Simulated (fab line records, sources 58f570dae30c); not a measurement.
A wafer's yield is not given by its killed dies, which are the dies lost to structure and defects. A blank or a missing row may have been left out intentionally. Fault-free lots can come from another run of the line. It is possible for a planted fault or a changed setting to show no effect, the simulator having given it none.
Code-filled problem report in 8D (eight disciplines) form    flow berkeley-cmos170    the parts of the form that need people (team, actions taken, sign-off) are left out

1. THE PROBLEM
Mean of chamber-pressure-mTorr at UCB170_M1_METAL_ETCH_12: 18.000 mTorr across 6 wafers in 2 lots; on wafers with no fault it is 11.999 mTorr (standard deviation 0.01). That is +99 or more standard deviations from the usual mean.
The step: etches Al in Cl2/BCl3, stops on PSG, target depth 780 nm, time 130 s.
First seen on wafer L983.1, day 10 13:14, on rie-metal-04. At this step, 18 wafers from 6 lots have a number in the record. Rule for "out" (also "out of limits"): further than 4 standard deviations from the usual mean. The rest of the wafers with a number are treated as sound.

2. WHAT IT IS AND WHAT IT IS NOT
question                     is                      is not
which readings at this step  chamber-pressure-mTorr  drypump-motor-current-A, throttle-valve-pct
which lots                   L983, L984              L967, L970, L985, L988
which wafers of those lots   all that have a number  -
read on which tools          rie-metal-04            rie-metal-02
when                         from day 10 13:14       up to then (6 sound wafers); but 6 sound wafers of L985, L988 came after

3. WHAT RULES OUT EACH SUSPECT
Counting: a tool stays on the suspect list if, at a process step up to the reading, it processed all lots that are out and no sound lot following the first of them.
- pvd-sputter-01 at UCB170_M1_SPUTTER_00 (material Al, target thk 600 nm, time 80 s): kept. It ran every lot that is out, first L983 (day 10 11:34), and no sound lot after that.
- rie-metal-04 at UCB170_M1_METAL_ETCH_12 (etches Al in Cl2/BCl3, stops on PSG, target depth 780 nm, time 130 s): kept. It processed each lot that is out, first L983 at day 10 13:14, and no sound lot thereafter; up to then, the last sound lot it processed was L967 at day 6 17:02. Its own readings are out on those wafers: chamber-pressure-mTorr.
Remaining after the count are pvd-sputter-01 at UCB170_M1_SPUTTER_00 and rie-metal-04 at UCB170_M1_METAL_ETCH_12.

4. THE CAUSE (what the simulator had put in)
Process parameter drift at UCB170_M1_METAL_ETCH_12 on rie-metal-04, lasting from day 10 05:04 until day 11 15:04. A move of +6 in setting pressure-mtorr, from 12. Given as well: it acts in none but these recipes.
This tool is one of the 2 suspects left after counting.

5. SEQUENCE OF EFFECTS, ordered by route
Each row: a reading where the mean over the struck wafers with a number is more than 3 standard deviations away from the usual. Scope: only readings with a usual standard deviation given in the record; hours: median across lots of the time from each lot's start at the first step in this table that gives one to its start at this step; sigmas: change in usual standard deviations.
hours  step                     reading                 usual         on struck wafers  change  sigmas
0      UCB170_M1_METAL_ETCH_12  chamber-pressure-mTorr  11.999 mTorr  18.000            +6.001  +99 or more
It contains these process steps:
- UCB170_M1_METAL_ETCH_12: etches Al in Cl2/BCl3, stops on PSG, target depth 780 nm, time 130 s.

6. WHAT WOULD HAVE CAUGHT IT SOONER
8 hours passed between the start of the fault at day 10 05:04 and the first reading out of limits in this record, taken at day 10 13:14.
